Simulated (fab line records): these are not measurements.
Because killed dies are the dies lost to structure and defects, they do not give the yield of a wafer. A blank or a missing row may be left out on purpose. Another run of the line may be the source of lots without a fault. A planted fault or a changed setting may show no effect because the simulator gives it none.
Comparing a struck lot with a sound one	flow berkeley_cmos170	16 steps out of a route of 331
Sound: these wafers, L837.2, L837.4, L837.5. Struck: wafer L843.4. (L843.3, L843.6 of the same lot were not struck and are left out.) The cause comes at the end.
Order at every step that has rows: each side's tool, ch and its chambers, its first start. Under that, the readings that differ: sound wafers	struck wafers	difference of the means	sigmas: that difference in standard deviations of wafers without a fault.
alike: readings whose means differ by less than 2 such deviations, and words and numbers that are the same on both sides. not compared: withheld readings, readings that some wafer has no value for, bounds like >300 that may hide the same value, and numbers for which the record gives no deviation and whose values overlap.
A row with sigmas, a row that says differs or no value, or rows on one side alone: a step with any of these is where the two part. Numbers that have no deviation but don't overlap get no sigmas and don't part them. A reading that every wafer of one side lacks parts them only if that side has two wafers or more.

first, 1 step without rows for these wafers: UCB170_PWELL_OXIDATION_02 (target thk 26.4 nm, ox time 1260 s).
UCB170_PWELL_THK_MEAS_03:
  sound on film_metro-02, day 3 00:33; struck on film_metro-02, day 5 00:54
  alike: PWELL_OXIDE_THK
then, 2 steps without rows for these wafers: UCB170_PWELL_ANNEAL_04 (time 900 s); UCB170_PWELL_CVD_05 (deposits Si3N4 from SiH2Cl2/NH3, target thk 220 nm, time 3300 s).
UCB170_PWELL_THK_MEAS_06:
  sound on film_metro-02, day 3 05:16; struck on film_metro-01, day 5 05:44
  alike: PWELL_NITRIDE_THK
then, 6 steps without rows for these wafers: UCB170_PWELL_HMDS_07 (prime time 60 s); UCB170_PWELL_COAT_08 (resist thk 900 nm); UCB170_PWELL_SOFTBAKE_09 (time 60 s); UCB170_PWELL_EXPOSE_10 (exposes mask PWELL, target cd 3000 nm); UCB170_PWELL_PEB_11; UCB170_PWELL_DEVELOP_12 (develop time 45 s).
UCB170_PWELL_OVL_MEAS_13:
  sound on overlay-01, day 3 06:31; struck on overlay-01, day 5 07:02
  alike: PWELL_OVL
UCB170_PWELL_ETCH_14: etches Si3N4 in CH3F/Ar/O2, stops on SiO2, target depth 242 nm, time 151 s.
  sound on rie_diel-01 ch 0,3, day 3 06:33; struck on rie_diel-01 ch 1, day 5 07:04
reading	sound	struck	difference	sigmas
drypump_motor_current_A (A)	6.1 5.5 6.0	4.6	-1.3	-2
oes_product_au (a.u.)	0.915 0.940 0.922	0.847	-0.079	-6
model.KrF_of_PWELL_COAT_08.thk_nm (nm)	727.4 730.6 726.8	762.4	+34.1	
model.etch.depth_nm (nm)	219.3 221.3 219.4	186.2	-33.8	
  alike: throttle_valve_pct
  not compared: rf_hours_counter_h
after that, 1 step had no rows for these wafers: UCB170_PWELL_IMPLANT_15.
UCB170_PWELL_STRIP_16: strips in O2.
  sound on plasma_asher-03 ch 0, day 3 06:48; struck on plasma_asher-01 ch 1, day 5 07:21
reading	sound	struck	difference	sigmas
strip_time_to_endpoint_s (s)	18.15 18.24 18.14	18.99	+0.81	+12
  alike: drypump_motor_current_A, oes_product_au
  not compared: rf_hours_counter_h
UCB170_PWELL_TW_MEAS_17:
  sound on film_metro-04, day 3 06:55; struck on film_metro-01, day 5 07:26
  alike: PWELL_TW

## WHERE THEY PART
Last at UCB170_PWELL_STRIP_16 as far as this record goes, first at UCB170_PWELL_ETCH_14. Later steps at which nothing parts them and some readings are alike: UCB170_PWELL_TW_MEAS_17.

WHY: what the simulator had put in
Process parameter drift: rie_diel-01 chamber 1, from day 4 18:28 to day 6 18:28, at UCB170_PWELL_ETCH_14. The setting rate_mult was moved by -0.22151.
